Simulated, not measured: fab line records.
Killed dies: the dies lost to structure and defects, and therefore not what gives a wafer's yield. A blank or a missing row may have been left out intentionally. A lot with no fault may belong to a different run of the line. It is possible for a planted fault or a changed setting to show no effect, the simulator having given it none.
fab line records	flow rit-cmos
[record] lots = 16	wafers = 48	last-day = 7
route steps=202 shown NWELL@31 PWELL@48 NRETRO@62 PRETRO@74 M1@202
lots with no fault: from the same line, run without faults
start-h: the number of hours between the record's first day and the start of the first shown wafer of the lot	wait-h: hours elapsed since this lot's preceding step	" same as the row above	L1.1+2: several wafers, shown together as one row	- no value, or no start was given	* or withheld: withheld	< > ~ a bound
route shown NAME@n: a module of which the file shows steps, and the number in the route of the first	usual: the fault-free wafers' mean and standard deviation	same: alike in all rows	chamber/n: place in a boat	sites: each site's reading	_std_site: their standard deviation	_edge_site: the outer-site mean with the inner-site mean subtracted	radius-mm: how far each site lies from the wafer's centre	mask NAME#n: copy n	behind: the most recent tool/chamber to have shaped the wafer	hold: why the lot was held/for how many hours/how that ended	device: which transistor (n, p or np) failed to switch	end of line: the same wafers' tests at the end of the route	where a step has no rows: the recipe by itself	killed: dies lost to structure and defects at the first sort, not the wafer's yield	map: a wafer's dies, marking killed ones x, the rest . and places with no die _
set.NAME: the run value of the setting; set.NAME@STEP: its run value at that earlier step	model.NAME: the simulator's own value behind a step, which no gauge read
route steps across a sampled set of lots; one table per step, one row per wafer
services: when a tool's chamber went out of use (start-h, in hours from the record's first day, below 0 if earlier), for how many hours, and the reason
[[steps]]
[step RIT_NWELL_EXPOSE_03]
[recipe] mask-id = M2	na = 0.57	target-cd-nm = 43900	dose-mj = 250
lot.wafer	tool	chamber	start-h	wait-h	mask
L423.2+4+6	iline-stepper-01	0	28.96	0.1	M2#0
L424.3+4+5	iline-stepper-02	0	29.22	0.3	M2#0
L426.1+2+3	iline-stepper-02	0	38.43	0.1	M2#0
L428.1+3+5	iline-stepper-02	0	48.20	0.1	M2#0
L429.3+4+5	iline-stepper-02	0	53.07	0.1	M2#0
L430.1+2+5	iline-stepper-01	0	60.37	0.2	M2#0
L432.2+3+4	iline-stepper-02	0	67.32	0.2	M2#0
L431.1+3+6	iline-stepper-01	0	67.75	0.2	M2#0
L433.1+2+5	iline-stepper-01	0	71.49	0.1	M2#0
L438.1+5+6	iline-stepper-01	0	101.57	0.1	M2#0
L439.1+4+6	iline-stepper-01	0	107.53	0.1	M2#0
L440.2+3+5	iline-stepper-01	0	108.93	0.1	M2#0
L441.2+3+6	iline-stepper-01	0	114.95	0.1	M2#0
L442.4+5+6	iline-stepper-02	0	119.06	0.2	M2#0
L443.3+5+6	iline-stepper-02	0	121.75	0.1	M2#0
L445.4+5+6	iline-stepper-02	0	133.47	0.2	M2#0
[step RIT_NWELL_OVL_MEAS_06]
[usual] NWELL_OVL = -1.1/1.3
lot.wafer	tool	chamber	start-h	wait-h	hold	NWELL_OVL[nm]
L423.2	overlay-02	-	29.38	-	-	-1.9
L423.4	"	-	"	"	-	-1.6
L423.6	"	-	"	"	-	-2.6
L424.3	overlay-01	-	29.65	-	-	-0.6
L424.4	"	-	"	"	-	-1.5
L424.5	"	-	"	"	-	0.4
L426.1	overlay-02	-	38.98	-	-	-0.6
L426.2	"	-	"	"	-	-0.2
L426.3	"	-	"	"	-	-1.6
L428.1	overlay-02	-	48.65	-	-	-1.7
L428.3	"	-	"	"	-	-1.4
L428.5	"	-	"	"	-	-2.4
L429.3	overlay-01	-	53.51	-	-	-1.1
L429.4	"	-	"	"	-	-2.2
L429.5	"	-	"	"	-	-1.9
L430.1	overlay-02	-	60.80	-	-	0.1
L430.2	"	-	"	"	-	-1.8
L430.5	"	-	"	"	-	-2.2
L432.2	overlay-02	-	67.74	-	-	-1.1
L432.3	"	-	"	"	-	0.3
L432.4	"	-	"	"	-	-2.8
L431.1	overlay-01	-	68.18	-	-	-2.2
L431.3	"	-	"	"	-	-2.2
L431.6	"	-	"	"	-	-2.3
L433.1	overlay-01	-	72.10	-	-	-2.7
L433.2	"	-	"	"	-	-3.1
L433.5	"	-	"	"	-	-2.8
L438.1	overlay-02	-	102.00	-	await-dispo/0.2h/release	-
L438.5	"	-	"	"	await-dispo/0.2h/release	-
L438.6	"	-	"	"	await-dispo/0.2h/release	-
L438.1	overlay-02	-	102.20	0.2	-	-
L438.5	"	-	"	"	-	-
L438.6	"	-	"	"	-	-
L439.1	overlay-01	-	107.96	-	await-dispo/0.2h/release	-
L439.4	"	-	"	"	await-dispo/0.2h/release	-
L439.6	"	-	"	"	await-dispo/0.2h/release	-
L439.1	overlay-01	-	108.16	0.2	-	-
L439.4	"	-	"	"	-	-
L439.6	"	-	"	"	-	-
L440.2	overlay-01	-	109.34	-	await-dispo/0.2h/release	-
L440.3	"	-	"	"	await-dispo/0.2h/release	-
L440.5	"	-	"	"	await-dispo/0.2h/release	-
L440.2	overlay-01	-	109.55	0.2	-	-
L440.3	"	-	"	"	-	-
L440.5	"	-	"	"	-	-
L441.2	overlay-01	-	115.36	-	await-dispo/0.2h/release	-
L441.3	"	-	"	"	await-dispo/0.2h/release	-
L441.6	"	-	"	"	await-dispo/0.2h/release	-
L441.2	overlay-01	-	115.57	0.2	-	-
L441.3	"	-	"	"	-	-
L441.6	"	-	"	"	-	-
L442.4	overlay-02	-	119.51	-	-	-0.9
L442.5	"	-	"	"	-	-2.1
L442.6	"	-	"	"	-	-2.3
L443.3	overlay-01	-	122.15	-	-	-1.3
L443.5	"	-	"	"	-	-0.9
L443.6	"	-	"	"	-	-0.4
L445.4	overlay-01	-	133.86	-	-	-1.0
L445.5	"	-	"	"	-	-0.7
L445.6	"	-	"	"	-	0.3
[step RIT_PWELL_STRIP_09]
[recipe] chemistry = O2	time-s = 180	resist = NOVOLAK	platen-temp-c = withheld	power-w = 500	pressure-mtorr = 4000	o2-flow-sccm = 4000
[usual] drypump-motor-current-A = 5.6/0.4
lot.wafer	tool	chamber	start-h	wait-h	drypump-motor-current-A	rf-hours-counter-h
L423.2	plasma-asher-04	0	31.49	0.1	6.0	39
L423.4	"	0	"	"	6.1	-
L423.6	"	0	"	"	6.0	-
L424.3	plasma-asher-03	0	31.81	0.1	5.2	-
L424.4	"	1	"	"	5.1	-
L424.5	"	0	"	"	5.2	-
L426.1	plasma-asher-04	0	41.43	0.1	6.0	40
L426.2	"	1	"	"	6.0	40
L426.3	"	1	"	"	5.9	-
L428.1	plasma-asher-03	1	50.77	0.1	5.1	27
L428.3	"	0	"	"	5.2	-
L428.5	"	0	"	"	5.2	-
L429.3	plasma-asher-04	1	55.76	0.1	6.0	-
L429.4	"	0	"	"	6.0	-
L429.5	"	1	"	"	5.9	-
L430.1	plasma-asher-04	1	62.79	0.1	6.0	44
L430.2	"	0	"	"	6.0	44
L430.5	"	0	"	"	6.0	-
L432.2	plasma-asher-03	1	70.33	0.1	5.1	28
L432.3	"	0	"	"	5.2	-
L432.4	"	1	"	"	5.1	-
L431.1	plasma-asher-04	0	70.43	0.1	6.0	46
L431.3	"	1	"	"	6.0	-
L431.6	"	1	"	"	6.0	-
L433.1	plasma-asher-04	0	74.21	0.1	6.0	46
L433.2	"	1	"	"	6.0	46
L433.5	"	1	"	"	5.9	-
L442.4	plasma-asher-04	0	121.72	0.1	6.0	-
L442.5	"	0	"	"	6.0	-
L442.6	"	1	"	"	5.9	-
L443.3	plasma-asher-01	0	124.19	0.1	5.9	-
L443.5	"	1	"	"	5.7	-
L443.6	"	0	"	"	6.0	-
L445.4	plasma-asher-04	1	135.98	0.1	6.0	-
L445.5	"	1	"	"	6.0	-
L445.6	"	0	"	"	6.0	-
[step RIT_NRETRO_STRIP_09]
[recipe] chemistry = O2	time-s = 180	resist = NOVOLAK	platen-temp-c = withheld	power-w = 500	pressure-mtorr = 4000	o2-flow-sccm = 4000
[usual] drypump-motor-current-A = 5.7/0.5
lot.wafer	tool	chamber	start-h	wait-h	drypump-motor-current-A	rf-hours-counter-h
L423.2	plasma-asher-03	0	40.64	0.1	5.2	25
L423.4	"	1	"	"	5.1	-
L423.6	"	1	"	"	5.1	-
L424.3	plasma-asher-03	1	41.20	0.1	5.1	-
L424.4	"	0	"	"	5.2	-
L424.5	"	1	"	"	5.1	-
L426.1	plasma-asher-03	1	49.77	0.1	5.1	27
L426.2	"	0	"	"	5.2	27
L426.3	"	1	"	"	5.1	-
L428.1	plasma-asher-02	1	57.77	0.1	6.4	41
L428.3	"	0	"	"	6.4	-
L428.5	"	0	"	"	6.4	-
L429.3	plasma-asher-02	0	64.47	0.1	6.5	-
L429.4	"	1	"	"	6.4	-
L429.5	"	1	"	"	6.4	-
L430.1	plasma-asher-03	1	70.69	0.1	5.1	28
L430.2	"	0	"	"	5.2	28
L430.5	"	0	"	"	5.2	-
L432.2	plasma-asher-01	0	77.33	0.1	6.0	37
L432.3	"	1	"	"	5.7	-
L432.4	"	0	"	"	5.9	-
L431.1	plasma-asher-01	0	78.73	0.1	5.9	37
L431.3	"	0	"	"	6.0	-
L431.6	"	1	"	"	5.7	-
L433.1	plasma-asher-02	0	83.01	0.1	6.4	44
L433.2	"	1	"	"	6.4	44
L433.5	"	1	"	"	6.4	-
L442.4	plasma-asher-03	0	130.00	0.1	5.2	-
L442.5	"	0	"	"	5.2	-
L442.6	"	1	"	"	5.1	-
L443.3	plasma-asher-02	0	131.08	0.1	6.4	-
L443.5	"	0	"	"	6.4	-
L443.6	"	1	"	"	6.4	-
L445.4	plasma-asher-01	1	143.99	0.1	5.7	-
L445.5	"	0	"	"	5.9	-
L445.6	"	1	"	"	5.7	-
[step RIT_PRETRO_TW_MEAS_10]
[usual] PRETRO_TW = 478/3.9
lot.wafer	tool	chamber	start-h	wait-h	PRETRO_TW
L423.2	film-metro-03	-	42.62	0.1	483
L423.4	"	-	"	"	482
L423.6	"	-	"	"	479
L424.3	film-metro-03	-	43.09	0.1	481
L424.4	"	-	"	"	479
L424.5	"	-	"	"	483
L426.1	film-metro-04	-	51.62	0.1	472
L426.2	"	-	"	"	475
L426.3	"	-	"	"	474
L428.1	film-metro-01	-	59.53	0.1	477
L428.3	"	-	"	"	479
L428.5	"	-	"	"	479
L429.3	film-metro-04	-	66.32	0.1	473
L429.4	"	-	"	"	472
L429.5	"	-	"	"	470
L430.1	film-metro-01	-	72.43	0.1	478
L430.2	"	-	"	"	479
L430.5	"	-	"	"	482
L432.2	film-metro-03	-	79.26	0.1	479
L432.3	"	-	"	"	476
L432.4	"	-	"	"	479
L431.1	film-metro-01	-	80.58	0.1	478
L431.3	"	-	"	"	479
L431.6	"	-	"	"	479
L433.1	film-metro-04	-	85.13	0.1	471
L433.2	"	-	"	"	471
L433.5	"	-	"	"	470
L442.4	film-metro-01	-	131.83	0.1	479
L442.5	"	-	"	"	479
L442.6	"	-	"	"	478
L443.3	film-metro-01	-	132.77	0.1	481
L443.5	"	-	"	"	478
L443.6	"	-	"	"	477
L445.4	film-metro-01	-	145.69	0.1	480
L445.5	"	-	"	"	480
L445.6	"	-	"	"	479
[step RIT_M1_PROBE_99]
[usual] defect-limited-yield = 97.5/1.1	killed-at-contacts = 0.1/0.23	killed-at-front-end = 6.6/2.8	killed-dies = 6.6/2.8	killed-open = 3.3/2	killed-short = 3.2/1.7	sort_bin_3_pad_short = 0.1/0.18	sort_bin_5_function = 1.4/0.84	sort_bin_6_memory = 1.0/0.64	sort-n-pass = 257.4/2.8	sort-yield-pct = 97.5/1.1
[same] gross-dies = 264	killed_at_M0_to_M3 = 0	killed_at_M4_up = 0	killed-at-back-side = 0	killed-at-other = 0
lot.wafer	tool	chamber	start-h	wait-h	defect-limited-yield[%]	killed-at-contacts	killed-at-front-end	killed-dies	killed-open	killed-short	sort_bin_3_pad_short[%]	sort_bin_5_function[%]	sort_bin_6_memory[%]	sort-n-pass	sort-yield-pct[%]
L423.2	prober-02	-	72.59	0.1	98.5	0	4	4	2	2	0	1.1	0.4	260.0	98.5
L423.4	prober-02	-	72.69	0.2	97.7	0	6	6	3	3	0	1.1	1.1	258.0	97.7
L423.6	prober-02	-	72.79	0.2	98.9	0	3	3	3	0	0	0.4	0.8	261.0	98.9
L424.3	prober-01	-	75.01	0.2	98.5	0	4	4	1	3	0.4	0.8	0.4	260.0	98.5
L424.4	prober-01	-	75.06	0.2	98.9	0	3	3	2	1	0	0.8	0.4	261.0	98.9
L424.5	prober-01	-	75.11	0.2	97.3	0	7	7	3	4	0	1.5	1.1	257.0	97.3
L426.1	prober-01	-	79.68	0.1	96.6	1	8	9	3	6	0.4	1.9	1.1	255.0	96.6
L426.2	prober-01	-	79.73	0.1	99.2	0	2	2	2	0	0	0.8	0	262.0	99.2
L426.3	prober-01	-	79.78	0.2	98.5	0	4	4	4	0	0	1.5	0	260.0	98.5
L428.1	prober-01	-	89.24	0.1	98.9	0	3	3	1	2	0	0.8	0.4	261.0	98.9
L428.3	prober-01	-	89.34	0.2	97.7	0	6	6	4	2	0.4	1.9	0	258.0	97.7
L428.5	prober-01	-	89.44	0.2	97.0	0	8	8	2	6	0.4	0.8	1.9	256.0	97.0
L429.3	prober-02	-	91.85	0.2	98.5	0	4	4	0	3	0	0.8	0.8	260.0	98.5
L429.4	prober-02	-	91.90	0.2	97.3	0	7	7	4	3	0.4	1.5	0.8	257.0	97.3
L429.5	prober-02	-	91.95	0.2	95.1	0	13	13	6	6	0	4.2	0.8	251.0	95.1
L430.1	prober-01	-	102.93	0.1	97.7	0	6	6	3	3	0	2.3	0	258.0	97.7
L430.2	prober-01	-	102.98	0.1	98.1	0	5	5	3	2	0	1.1	0.8	259.0	98.1
L430.5	prober-01	-	103.13	0.2	96.6	0	9	9	5	4	0	2.3	1.1	255.0	96.6
L432.2	prober-02	-	105.06	0.1	97.7	0	6	6	3	3	0	0.4	1.9	258.0	97.7
L432.3	prober-02	-	105.11	0.2	96.2	0	10	10	4	6	0.4	1.9	1.5	254.0	96.2
L432.4	prober-02	-	105.16	0.2	97.3	0	7	7	3	4	0.4	1.1	1.1	257.0	97.3
L431.1	prober-01	-	109.18	0.1	99.6	0	1	1	1	0	0	0.4	0	263.0	99.6
L431.3	prober-01	-	109.28	0.2	97.3	0	7	7	2	4	0	1.5	1.1	257.0	97.3
L431.6	prober-01	-	109.43	0.2	98.1	0	5	5	1	4	0.4	0.8	0.8	259.0	98.1
L433.1	prober-02	-	115.37	0.1	97.0	0	8	8	4	4	0	1.9	1.1	256.0	97.0
L433.2	prober-02	-	115.42	0.1	96.6	0	9	9	5	4	0.4	1.5	1.5	255.0	96.6
L433.5	prober-02	-	115.57	0.2	95.8	1	10	11	4	7	0	2.3	1.9	253.0	95.8
L442.4	prober-01	-	157.76	0.2	97.3	0	7	7	4	2	0	0.8	1.9	257.0	97.3
L442.5	prober-01	-	157.81	0.2	97.7	0	6	6	2	4	0	1.5	0.8	258.0	97.7
L442.6	prober-01	-	157.86	0.2	97.7	0	6	6	5	1	0	0.8	1.5	258.0	97.7
L443.3	prober-02	-	159.43	0.2	95.8	0	11	11	7	4	0	2.7	1.5	253.0	95.8
L443.5	prober-02	-	159.53	0.2	97.3	0	7	7	3	4	0	1.1	1.5	257.0	97.3
L443.6	prober-02	-	159.58	0.2	96.2	0	10	10	8	2	0	2.7	1.1	254.0	96.2
L445.4	prober-02	-	173.09	0.2	96.6	0	9	9	5	4	0.4	1.5	1.5	255.0	96.6
L445.5	prober-02	-	173.14	0.2	97.3	0	7	7	4	3	0	1.5	1.1	257.0	97.3
L445.6	prober-02	-	173.19	0.2	97.7	0	6	6	3	3	0	1.1	1.1	258.0	97.7
// killed by level:class
L423.2 REOX:geometric-particle:open=2 GATE:geometric-particle:short=1 SPACER:geometric-particle:short=1
L423.4 SPACER:geometric-particle:short=2 FOX1:geometric-particle:open=1 GATE:geometric-particle:open=1 SPACER:geometric-particle:open=1 GATE:geometric-particle:short=1
L423.6 SPACER:geometric-particle:open=2 FOX1:geometric-particle:open=1
L424.3 FOX1:geometric-particle:open=1 FOX1:geometric-particle:short=1 FOX2:geometric-particle:short=1 GATE:geometric-particle:short=1
L424.4 ACTIVE:geometric-particle:open=1 GATE:geometric-particle:short=1 SPACER:geometric-particle:open=1
L424.5 SPACER:geometric-particle:short=3 GATE:geometric-particle:open=2 FOX2:geometric-particle:open=1 SILICIDE:geometric-particle:short=1
L426.1 FOX2:geometric-particle:short=2 FOX1:geometric-particle:short=1 GATE:geometric-particle:short=1 GATE:geometric-particle:open=1 REOX:geometric-particle:open=1 SPACER:geometric-particle:short=1 SILICIDE:geometric-particle:short=1 CONTACT:geometric-particle:open=1
L426.2 REOX:geometric-particle:open=1 SPACER:geometric-particle:open=1
L426.3 REOX:geometric-particle:open=2 ACTIVE:geometric-particle:open=1 SILICIDE:geometric-particle:open=1
L428.1 GATE:geometric-particle:short=2 FOX1:geometric-particle:open=1
L428.3 GATE:geometric-particle:open=2 SILICIDE:geometric-particle:open=2 FOX1:geometric-particle:short=1 GATE:geometric-particle:short=1
L428.5 GATE:geometric-particle:short=3 SILICIDE:geometric-particle:short=2 GATE:geometric-particle:open=1 REOX:geometric-particle:open=1 REOX:geometric-particle:short=1
L429.3 FOX1:geometric-particle:short=2 REOX:geometric-particle:short=1 ACTIVE:coat-microbubble-printed=1
L429.4 FOX1:geometric-particle:short=2 FOX2:geometric-particle:open=2 FOX1:geometric-particle:open=1 SPACER:geometric-particle:short=1 SILICIDE:geometric-particle:open=1
L429.5 FOX1:geometric-particle:open=5 GATE:geometric-particle:short=3 FOX1:geometric-particle:short=1 GATE:geometric-particle:open=1 SPACER:geometric-particle:short=1 SILICIDE:geometric-particle:short=1 ACTIVE:coat-microbubble-printed=1
L430.1 GATE:geometric-particle:open=2 FOX1:geometric-particle:short=1 FOX2:geometric-particle:short=1 GATE:geometric-particle:short=1 SILICIDE:geometric-particle:open=1
L430.2 GATE:geometric-particle:open=3 GATE:geometric-particle:short=2
L430.5 GATE:geometric-particle:open=3 GATE:geometric-particle:short=2 FOX1:geometric-particle:short=1 FOX1:geometric-particle:open=1 SILICIDE:geometric-particle:open=1 SILICIDE:geometric-particle:short=1
L432.2 GATE:geometric-particle:short=3 GATE:geometric-particle:open=2 SPACER:geometric-particle:open=1
L432.3 GATE:geometric-particle:short=3 REOX:geometric-particle:open=2 SPACER:geometric-particle:open=2 REOX:geometric-particle:short=1 SPACER:geometric-particle:short=1 SILICIDE:geometric-particle:short=1
L432.4 GATE:geometric-particle:short=2 REOX:geometric-particle:open=2 FOX1:geometric-particle:short=1 GATE:geometric-particle:open=1 REOX:geometric-particle:short=1
L431.1 FOX2:geometric-particle:open=1
L431.3 FOX1:geometric-particle:short=2 FOX1:geometric-particle:open=1 REOX:geometric-particle:short=1 SPACER:geometric-particle:open=1 SILICIDE:geometric-particle:short=1 PSD:coat-microbubble-printed=1
L431.6 GATE:geometric-particle:short=2 SILICIDE:geometric-particle:short=2 REOX:geometric-particle:open=1
L433.1 GATE:geometric-particle:short=3 FOX1:geometric-particle:open=1 FOX1:geometric-particle:short=1 GATE:geometric-particle:open=1 REOX:geometric-particle:open=1 SILICIDE:geometric-particle:open=1
L433.2 GATE:geometric-particle:short=2 REOX:geometric-particle:open=2 FOX2:geometric-particle:open=1 FOX2:geometric-particle:short=1 REOX:geometric-particle:short=1 SPACER:geometric-particle:open=1 SILICIDE:geometric-particle:open=1
L433.5 GATE:geometric-particle:short=3 FOX1:geometric-particle:short=2 SILICIDE:geometric-particle:open=2 ACTIVE:geometric-particle:short=1 REOX:geometric-particle:short=1 SPACER:geometric-particle:open=1 CONTACT:geometric-particle:open=1
L442.4 FOX1:geometric-particle:open=3 FOX2:geometric-particle:short=1 GATE:geometric-particle:short=1 REOX:geometric-particle:open=1 PRETRO:coat-microbubble-printed=1
L442.5 FOX1:geometric-particle:short=1 GATE:geometric-particle:open=1 GATE:geometric-particle:short=1 REOX:geometric-particle:short=1 SPACER:geometric-particle:short=1 SILICIDE:geometric-particle:open=1
L442.6 FOX1:geometric-particle:open=3 SILICIDE:geometric-particle:open=2 GATE:geometric-particle:short=1
L443.3 GATE:geometric-particle:open=3 SPACER:geometric-particle:open=2 SILICIDE:geometric-particle:short=2 FOX1:geometric-particle:short=1 FOX2:geometric-particle:open=1 SPACER:geometric-particle:short=1 SILICIDE:geometric-particle:open=1
L443.5 SPACER:geometric-particle:open=2 FOX2:geometric-particle:short=1 FOX2:geometric-particle:open=1 REOX:geometric-particle:short=1 SPACER:geometric-particle:short=1 SILICIDE:geometric-particle:short=1
L443.6 FOX1:geometric-particle:open=3 GATE:geometric-particle:open=2 SILICIDE:geometric-particle:open=2 FOX1:geometric-particle:short=1 SPACER:geometric-particle:open=1 SPACER:geometric-particle:short=1
L445.4 GATE:geometric-particle:open=3 GATE:geometric-particle:short=3 FOX2:geometric-particle:open=1 REOX:geometric-particle:open=1 REOX:geometric-particle:short=1
L445.5 GATE:geometric-particle:short=2 REOX:geometric-particle:open=2 GATE:geometric-particle:open=1 REOX:geometric-particle:short=1 SILICIDE:geometric-particle:open=1
L445.6 GATE:geometric-particle:open=2 GATE:geometric-particle:short=1 REOX:geometric-particle:open=1 REOX:geometric-particle:short=1 SPACER:geometric-particle:short=1
[[services]]
tool	chamber	start-h	hours	kind
plasma-asher-02	-	39.84	14.4	repair
plasma-asher-02	-	47.53	0.5	repair
iline-stepper-01	-	47.78	4.4	pm
plasma-asher-03	-	52.89	14.6	pm
iline-stepper-02	0	60.51	-	calibration
iline-stepper-01	0	70.12	-	calibration
iline-stepper-02	-	71.35	1.7	pm
iline-stepper-01	-	96.26	3.8	repair
plasma-asher-04	-	108.75	9.0	pm
plasma-asher-04	0	108.75	9.0	vent-cycle
plasma-asher-04	1	108.75	9.0	vent-cycle
iline-stepper-02	-	112.83	4.4	pm
plasma-asher-04	0	117.75	-	clean
plasma-asher-04	1	117.75	-	clean
plasma-asher-02	-	121.22	0.5	repair
plasma-asher-01	-	134.42	1.8	repair
[[key]]
[first-sign] step = RIT_NWELL_OVL_MEAS_06	reading = visit	direction = added
[effect] step = RIT_NWELL_OVL_MEAS_06	reading = hold	direction = added
met-at RIT_NWELL_EXPOSE_03
struck-lots L438,L439,L440,L441
scrapped-behind RIT_NWELL_OVL_MEAS_06 L438.1,L438.5,L438.6,L439.1,L439.4,L439.6,L440.2,L440.3,L440.5,L441.2,L441.3,L441.6
not-acting-at RIT_PWELL_STRIP_09,RIT_NRETRO_STRIP_09,RIT_PRETRO_TW_MEAS_10
onset-between 71.49 101.57
[fault] kind = scanner-matching-overlay	tool = iline-stepper-01	chamber = -	onset-h = 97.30	steps = RIT_NWELL_EXPOSE_03	offset = 12225
